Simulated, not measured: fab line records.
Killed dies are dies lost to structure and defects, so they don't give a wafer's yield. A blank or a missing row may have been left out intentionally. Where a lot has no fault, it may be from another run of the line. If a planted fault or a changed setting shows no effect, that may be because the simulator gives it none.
A sampling plan put to the test || flow berkeley-cmos170 || one fab line, 32 faults that these records tell of, each judged on the records of the lots that it struck
The plan is the line's own looks: the steps of the route at which a gauge or an inspection reads the wafer and doesn't change it. A look is open to judgement when struck wafers have a number at it and the file gives its usual mean and standard deviation on fault-free wafers. Caught: 4 or more of those standard deviations (sigma) separate the usual mean from the mean of the struck wafers at a look after the fault's first step. On the tool: the test repeated on the tool's own readings taken at the fault's steps. Also counted as caught: the struck wafers showing another recipe, or a record that is empty for them alone.

== THE FAULTS, as the simulator had put them in ==
1. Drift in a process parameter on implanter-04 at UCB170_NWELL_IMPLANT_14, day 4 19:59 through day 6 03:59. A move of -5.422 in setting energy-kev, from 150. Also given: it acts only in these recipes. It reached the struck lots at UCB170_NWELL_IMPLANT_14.
2. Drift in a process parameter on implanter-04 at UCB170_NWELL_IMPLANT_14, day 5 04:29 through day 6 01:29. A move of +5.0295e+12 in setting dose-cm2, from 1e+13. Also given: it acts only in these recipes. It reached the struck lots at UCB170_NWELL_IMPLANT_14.
3. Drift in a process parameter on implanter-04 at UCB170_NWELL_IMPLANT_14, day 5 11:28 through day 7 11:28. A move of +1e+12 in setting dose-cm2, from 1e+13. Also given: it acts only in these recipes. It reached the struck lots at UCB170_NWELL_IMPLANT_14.
4. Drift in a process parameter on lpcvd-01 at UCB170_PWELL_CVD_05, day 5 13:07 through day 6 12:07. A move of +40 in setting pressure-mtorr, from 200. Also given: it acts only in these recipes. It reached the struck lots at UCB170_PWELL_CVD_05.
5. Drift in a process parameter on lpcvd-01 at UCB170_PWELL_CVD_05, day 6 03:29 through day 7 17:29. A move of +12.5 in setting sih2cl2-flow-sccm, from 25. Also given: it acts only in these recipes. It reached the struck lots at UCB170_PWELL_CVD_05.
6. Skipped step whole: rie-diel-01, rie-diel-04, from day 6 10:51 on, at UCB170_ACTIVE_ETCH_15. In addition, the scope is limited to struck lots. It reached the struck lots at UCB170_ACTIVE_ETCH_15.
7. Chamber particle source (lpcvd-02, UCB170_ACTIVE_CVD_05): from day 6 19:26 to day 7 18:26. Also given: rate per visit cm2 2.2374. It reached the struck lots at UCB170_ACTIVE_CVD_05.
8. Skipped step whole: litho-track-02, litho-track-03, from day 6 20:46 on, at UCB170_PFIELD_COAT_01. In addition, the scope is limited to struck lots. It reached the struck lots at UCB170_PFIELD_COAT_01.
9. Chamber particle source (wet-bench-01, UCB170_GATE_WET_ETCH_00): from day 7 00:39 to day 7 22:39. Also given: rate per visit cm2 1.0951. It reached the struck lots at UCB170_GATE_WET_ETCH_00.
10. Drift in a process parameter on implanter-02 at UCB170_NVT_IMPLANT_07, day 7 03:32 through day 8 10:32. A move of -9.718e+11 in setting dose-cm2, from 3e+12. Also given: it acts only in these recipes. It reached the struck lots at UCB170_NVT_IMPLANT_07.
11. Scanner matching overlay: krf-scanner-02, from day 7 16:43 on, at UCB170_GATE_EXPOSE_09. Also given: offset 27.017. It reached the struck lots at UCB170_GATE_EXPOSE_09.
12. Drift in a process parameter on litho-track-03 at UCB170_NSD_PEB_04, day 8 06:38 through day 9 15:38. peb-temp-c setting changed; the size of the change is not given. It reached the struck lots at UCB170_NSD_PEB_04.
13. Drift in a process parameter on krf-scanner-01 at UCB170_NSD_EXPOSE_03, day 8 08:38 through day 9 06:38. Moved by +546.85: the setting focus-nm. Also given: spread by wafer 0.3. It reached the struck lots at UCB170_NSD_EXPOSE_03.
14. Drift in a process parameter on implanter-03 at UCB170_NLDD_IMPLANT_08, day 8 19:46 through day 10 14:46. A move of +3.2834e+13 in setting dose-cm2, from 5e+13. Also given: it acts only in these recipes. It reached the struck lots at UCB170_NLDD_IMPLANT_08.
15. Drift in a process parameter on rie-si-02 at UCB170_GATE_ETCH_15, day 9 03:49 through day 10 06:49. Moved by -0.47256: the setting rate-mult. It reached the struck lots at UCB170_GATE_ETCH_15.
16. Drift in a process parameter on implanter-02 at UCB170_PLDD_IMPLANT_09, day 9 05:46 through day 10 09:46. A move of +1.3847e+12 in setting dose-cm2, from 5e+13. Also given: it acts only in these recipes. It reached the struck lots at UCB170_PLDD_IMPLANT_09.
17. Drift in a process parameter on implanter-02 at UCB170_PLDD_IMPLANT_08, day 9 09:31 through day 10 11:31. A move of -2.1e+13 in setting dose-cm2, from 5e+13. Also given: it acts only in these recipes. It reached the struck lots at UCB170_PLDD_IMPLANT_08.
18. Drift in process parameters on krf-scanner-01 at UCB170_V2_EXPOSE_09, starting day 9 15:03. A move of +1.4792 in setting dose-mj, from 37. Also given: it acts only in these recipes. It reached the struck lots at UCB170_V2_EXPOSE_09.
19. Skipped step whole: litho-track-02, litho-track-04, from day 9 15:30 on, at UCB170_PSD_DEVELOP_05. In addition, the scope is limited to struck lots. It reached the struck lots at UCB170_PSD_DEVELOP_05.
20. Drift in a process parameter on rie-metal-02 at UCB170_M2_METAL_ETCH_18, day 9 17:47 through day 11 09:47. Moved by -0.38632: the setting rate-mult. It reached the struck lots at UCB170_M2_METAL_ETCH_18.
21. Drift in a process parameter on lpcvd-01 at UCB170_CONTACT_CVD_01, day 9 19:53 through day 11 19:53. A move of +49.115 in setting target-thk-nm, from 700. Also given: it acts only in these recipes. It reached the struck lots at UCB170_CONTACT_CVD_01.
22. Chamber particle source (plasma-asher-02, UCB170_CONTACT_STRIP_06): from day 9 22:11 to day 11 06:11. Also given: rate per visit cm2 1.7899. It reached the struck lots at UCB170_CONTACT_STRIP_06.
23. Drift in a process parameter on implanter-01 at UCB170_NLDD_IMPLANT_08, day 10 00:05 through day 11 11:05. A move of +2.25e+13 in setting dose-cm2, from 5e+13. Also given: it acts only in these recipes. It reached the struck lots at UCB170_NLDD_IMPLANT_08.
24. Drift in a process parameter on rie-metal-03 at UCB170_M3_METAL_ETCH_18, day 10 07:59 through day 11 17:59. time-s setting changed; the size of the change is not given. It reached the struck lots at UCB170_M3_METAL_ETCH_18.
25. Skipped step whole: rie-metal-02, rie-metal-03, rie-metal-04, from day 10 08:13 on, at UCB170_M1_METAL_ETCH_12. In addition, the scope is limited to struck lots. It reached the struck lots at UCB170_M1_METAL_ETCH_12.
26. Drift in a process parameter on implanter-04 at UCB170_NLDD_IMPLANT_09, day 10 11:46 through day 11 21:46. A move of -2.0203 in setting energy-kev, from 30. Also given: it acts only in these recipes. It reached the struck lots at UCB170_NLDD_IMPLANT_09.
27. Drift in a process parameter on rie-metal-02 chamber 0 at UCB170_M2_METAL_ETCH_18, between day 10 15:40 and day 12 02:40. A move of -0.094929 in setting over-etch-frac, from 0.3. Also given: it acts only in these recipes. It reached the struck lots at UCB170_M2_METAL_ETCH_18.
28. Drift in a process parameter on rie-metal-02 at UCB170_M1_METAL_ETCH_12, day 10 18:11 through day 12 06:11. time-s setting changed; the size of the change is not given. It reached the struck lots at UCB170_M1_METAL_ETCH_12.
29. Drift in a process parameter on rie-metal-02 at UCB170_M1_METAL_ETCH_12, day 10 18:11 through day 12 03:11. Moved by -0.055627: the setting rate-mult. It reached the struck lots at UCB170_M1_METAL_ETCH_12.
30. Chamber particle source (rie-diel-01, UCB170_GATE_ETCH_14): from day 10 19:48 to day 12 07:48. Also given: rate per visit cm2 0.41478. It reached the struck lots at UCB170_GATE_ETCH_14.
31. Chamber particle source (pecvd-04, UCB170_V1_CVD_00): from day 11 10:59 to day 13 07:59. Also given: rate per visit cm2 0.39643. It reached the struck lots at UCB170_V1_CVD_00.
32. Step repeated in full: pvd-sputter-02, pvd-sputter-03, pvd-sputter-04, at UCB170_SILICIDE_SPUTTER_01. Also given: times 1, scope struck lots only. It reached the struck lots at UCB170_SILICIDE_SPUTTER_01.

== WHAT THE PLAN SAW ==
{"fault": 1, "on the tool itself": "beam-energy-keV -99 or beyond sigma", "first look that catches it": "no look after it can be judged", "reading, sigma": "-", "median hours from its first step to that look": "-", "hours from the fault's start to the first struck lot there": "-", "judged looks passed uncaught": 0}
{"fault": 2, "on the tool itself": "dose-ions-cm2 +99 or beyond sigma", "first look that catches it": "UCB170_NWELL_TW_MEAS_16", "reading, sigma": "NWELL_TW +12", "median hours from its first step to that look": 0.3, "hours from the fault's start to the first struck lot there": 4, "judged looks passed uncaught": 0}
{"fault": 3, "on the tool itself": "dose-ions-cm2 +99 or beyond sigma", "first look that catches it": "no look after it can be judged", "reading, sigma": "-", "median hours from its first step to that look": "-", "hours from the fault's start to the first struck lot there": "-", "judged looks passed uncaught": 0}
{"fault": 4, "on the tool itself": "pressure-mtorr +99 or beyond sigma", "first look that catches it": "UCB170_PWELL_THK_MEAS_06", "reading, sigma": "PWELL_NITRIDE_THK +8.4", "median hours from its first step to that look": 1.9, "hours from the fault's start to the first struck lot there": 6, "judged looks passed uncaught": 0}
{"fault": 5, "on the tool itself": "sih2cl2-flow-sccm +99 or beyond sigma", "first look that catches it": "UCB170_PWELL_THK_MEAS_06", "reading, sigma": "PWELL_NITRIDE_THK +17", "median hours from its first step to that look": 1.9, "hours from the fault's start to the first struck lot there": 12, "judged looks passed uncaught": 0}
{"fault": 6, "on the tool itself": "the tool's record is blank for the struck wafers", "first look that catches it": "no look after it can be judged", "reading, sigma": "-", "median hours from its first step to that look": "-", "hours from the fault's start to the first struck lot there": "-", "judged looks passed uncaught": 0}
{"fault": 7, "on the tool itself": "no reading that can be judged", "first look that catches it": "no look after it can be judged", "reading, sigma": "-", "median hours from its first step to that look": "-", "hours from the fault's start to the first struck lot there": "-", "judged looks passed uncaught": 0}
{"fault": 8, "on the tool itself": "the tool's record is blank for the struck wafers", "first look that catches it": "no look after it can be judged", "reading, sigma": "-", "median hours from its first step to that look": "-", "hours from the fault's start to the first struck lot there": "-", "judged looks passed uncaught": 0}
{"fault": 9, "on the tool itself": "no reading that can be judged", "first look that catches it": "no look after it can be judged", "reading, sigma": "-", "median hours from its first step to that look": "-", "hours from the fault's start to the first struck lot there": "-", "judged looks passed uncaught": 0}
{"fault": 10, "on the tool itself": "dose-ions-cm2 -99 or beyond sigma", "first look that catches it": "UCB170_NVT_TW_MEAS_09", "reading, sigma": "NVT_TW -11", "median hours from its first step to that look": 0.2, "hours from the fault's start to the first struck lot there": 6, "judged looks passed uncaught": 0}
{"fault": 11, "on the tool itself": "no reading that can be judged", "first look that catches it": "UCB170_GATE_OVL_MEAS_13", "reading, sigma": "GATE_OVL +5.0", "median hours from its first step to that look": 0.5, "hours from the fault's start to the first struck lot there": 0, "judged looks passed uncaught": 0}
{"fault": 12, "on the tool itself": "heater-power-total-W -99 or beyond sigma", "first look that catches it": "UCB170_NSD_CD_MEAS_06", "reading, sigma": "cd-nm -46", "median hours from its first step to that look": 0.3, "hours from the fault's start to the first struck lot there": 0, "judged looks passed uncaught": 0}
{"fault": 13, "on the tool itself": "exposure-dose-mJ-cm2 -16 sigma", "first look that catches it": "UCB170_NSD_CD_MEAS_06", "reading, sigma": "cd-nm +11", "median hours from its first step to that look": 0.9, "hours from the fault's start to the first struck lot there": 22, "judged looks passed uncaught": 0}
{"fault": 14, "on the tool itself": "dose-ions-cm2 +99 or beyond sigma", "first look that catches it": "UCB170_NLDD_TW_MEAS_11", "reading, sigma": "NLDD_TW +6.7", "median hours from its first step to that look": 0.4, "hours from the fault's start to the first struck lot there": 17, "judged looks passed uncaught": 0}
{"fault": 15, "on the tool itself": "oes-product-au -10 sigma", "first look that catches it": "no look after it can be judged", "reading, sigma": "-", "median hours from its first step to that look": "-", "hours from the fault's start to the first struck lot there": "-", "judged looks passed uncaught": 0}
{"fault": 16, "on the tool itself": "dose-ions-cm2 +22 sigma", "first look that catches it": "not the one look that can be judged after it", "reading, sigma": "strongest: PLDD_RS at UCB170_SDANNEAL_RS_MEAS_04, -3.9", "median hours from its first step to that look": "-", "hours from the fault's start to the first struck lot there": "-", "judged looks passed uncaught": 1}
{"fault": 17, "on the tool itself": "dose-ions-cm2 -99 or beyond sigma", "first look that catches it": "UCB170_PLDD_TW_MEAS_11", "reading, sigma": "PLDD_TW -6.0", "median hours from its first step to that look": 0.4, "hours from the fault's start to the first struck lot there": 1, "judged looks passed uncaught": 0}
{"fault": 18, "on the tool itself": "exposure-dose-mJ-cm2 +31 sigma", "first look that catches it": "UCB170_V2_CD_MEAS_12", "reading, sigma": "cd-nm +4.3", "median hours from its first step to that look": 0.4, "hours from the fault's start to the first struck lot there": 11, "judged looks passed uncaught": 0}
{"fault": 19, "on the tool itself": "no reading that can be judged", "first look that catches it": "no look after it can be judged", "reading, sigma": "-", "median hours from its first step to that look": "-", "hours from the fault's start to the first struck lot there": "-", "judged looks passed uncaught": 0}
{"fault": 20, "on the tool itself": "oes-product-au -4.4 sigma", "first look that catches it": "UCB170_M2_CD_MEAS_90", "reading, sigma": "cd-nm +6.0", "median hours from its first step to that look": 0.3, "hours from the fault's start to the first struck lot there": 12, "judged looks passed uncaught": 0}
{"fault": 21, "on the tool itself": "no reading that can be judged", "first look that catches it": "UCB170_CONTACT_THK_MEAS_02", "reading, sigma": "CONTACT_PSG_THK +7.6", "median hours from its first step to that look": 1.8, "hours from the fault's start to the first struck lot there": 6, "judged looks passed uncaught": 0}
{"fault": 22, "on the tool itself": "under 2 sigma", "first look that catches it": "no look after it can be judged", "reading, sigma": "-", "median hours from its first step to that look": "-", "hours from the fault's start to the first struck lot there": "-", "judged looks passed uncaught": 0}
{"fault": 23, "on the tool itself": "dose-ions-cm2 +99 or beyond sigma", "first look that catches it": "UCB170_NLDD_TW_MEAS_11", "reading, sigma": "NLDD_TW +4.4", "median hours from its first step to that look": 0.4, "hours from the fault's start to the first struck lot there": 12, "judged looks passed uncaught": 0}
{"fault": 24, "on the tool itself": "run-length-s +32 sigma", "first look that catches it": "no look after it can be judged", "reading, sigma": "-", "median hours from its first step to that look": "-", "hours from the fault's start to the first struck lot there": "-", "judged looks passed uncaught": 0}
{"fault": 25, "on the tool itself": "the tool's record is blank for the struck wafers", "first look that catches it": "no look after it can be judged", "reading, sigma": "-", "median hours from its first step to that look": "-", "hours from the fault's start to the first struck lot there": "-", "judged looks passed uncaught": 0}
{"fault": 26, "on the tool itself": "beam-energy-keV -99 or beyond sigma", "first look that catches it": "no look after it can be judged", "reading, sigma": "-", "median hours from its first step to that look": "-", "hours from the fault's start to the first struck lot there": "-", "judged looks passed uncaught": 0}
{"fault": 27, "on the tool itself": "only faintly: oes-product-au +2.6 sigma", "first look that catches it": "no look after it can be judged", "reading, sigma": "-", "median hours from its first step to that look": "-", "hours from the fault's start to the first struck lot there": "-", "judged looks passed uncaught": 0}
{"fault": 28, "on the tool itself": "run-length-s -99 or beyond sigma", "first look that catches it": "not the one look that can be judged after it", "reading, sigma": "strongest: cd-nm at UCB170_M1_CD_MEAS_90, +3.6", "median hours from its first step to that look": "-", "hours from the fault's start to the first struck lot there": "-", "judged looks passed uncaught": 1}
{"fault": 29, "on the tool itself": "under 2 sigma", "first look that catches it": "no look after it can be judged", "reading, sigma": "-", "median hours from its first step to that look": "-", "hours from the fault's start to the first struck lot there": "-", "judged looks passed uncaught": 0}
{"fault": 30, "on the tool itself": "under 2 sigma", "first look that catches it": "no look after it can be judged", "reading, sigma": "-", "median hours from its first step to that look": "-", "hours from the fault's start to the first struck lot there": "-", "judged looks passed uncaught": 0}
{"fault": 31, "on the tool itself": "under 2 sigma", "first look that catches it": "no look after it can be judged", "reading, sigma": "-", "median hours from its first step to that look": "-", "hours from the fault's start to the first struck lot there": "-", "judged looks passed uncaught": 0}
{"fault": 32, "on the tool itself": "under 2 sigma", "first look that catches it": "UCB170_SILICIDE_RS_MEAS_02", "reading, sigma": "SILICIDE_TI_RS -42", "median hours from its first step to that look": 0.2, "hours from the fault's start to the first struck lot there": "-", "judged looks passed uncaught": 0}
Dash: fault not caught, or number not given in these records.

Caught at a look: 14 of 32. Caught on the tool: 21 of 32. By one or the other: 24 of 32.
On the tool alone, faults 1, 3, 6, 8, 15, 16, 24, 25, 26, 28 were caught.
Caught at a look alone: faults 11, 21, 32.
Caught by neither: faults 7, 9, 19, 22, 27, 29, 30, 31.

== THINNER SAMPLING ==
In the worst case, this is how late the first struck lot would be measured if the look that catches a fault measured only every second or every third lot, by lot number:
{"fault": 2, "struck lots at that look, in order of time": "L129, L130", "every lot": "4 h", "every second lot": "11 h", "every third lot": "may miss all 2"}
{"fault": 4, "struck lots at that look, in order of time": "L632, L631", "every lot": "6 h", "every second lot": "6 h", "every third lot": "may miss all 2"}
{"fault": 5, "struck lots at that look, in order of time": "L767, L768", "every lot": "12 h", "every second lot": "12 h", "every third lot": "may miss all 2"}
{"fault": 10, "struck lots at that look, in order of time": "L952, L953, L955", "every lot": "6 h", "every second lot": "18 h", "every third lot": "may miss all 3"}
{"fault": 11, "struck lots at that look, in order of time": "L637, L640, L643, L647", "every lot": "0 h", "every second lot": "1 h", "every third lot": "may miss all 4"}
{"fault": 12, "struck lots at that look, in order of time": "L869, L872, L873, L874", "every lot": "0 h", "every second lot": "0 h", "every third lot": "24 h"}
{"fault": 13, "struck lots at that look, in order of time": "L768, L767", "every lot": "22 h", "every second lot": "22 h", "every third lot": "may miss all 2"}
{"fault": 14, "struck lots at that look, in order of time": "L142, L140", "every lot": "17 h", "every second lot": "may miss all 2", "every third lot": "may miss all 2"}
{"fault": 17, "struck lots at that look, in order of time": "L922, L927", "every lot": "1 h", "every second lot": "25 h", "every third lot": "may miss all 2"}
{"fault": 18, "struck lots at that look, in order of time": "L473, L475, L478", "every lot": "11 h", "every second lot": "27 h", "every third lot": "may miss all 3"}
{"fault": 20, "struck lots at that look, in order of time": "L949, L950", "every lot": "12 h", "every second lot": "24 h", "every third lot": "may miss all 2"}
{"fault": 21, "struck lots at that look, in order of time": "L981, L987", "every lot": "6 h", "every second lot": "may miss all 2", "every third lot": "may miss all 2"}
{"fault": 23, "struck lots at that look, in order of time": "L828, L827", "every lot": "12 h", "every second lot": "13 h", "every third lot": "may miss all 2"}
Hours are from the fault's start to the first struck lot that is measured. The test against the limit of 4 sigma pooled every struck wafer, which means one lot taken alone may stay below that limit. Other struck lots may not be in these records.

== THE LONGEST TIMED WAY FROM STEP TO LOOK ==
For fault 4, UCB170_PWELL_CVD_05 and UCB170_PWELL_THK_MEAS_06 are separated by a median of 1.9 hours. No look between them can be judged.
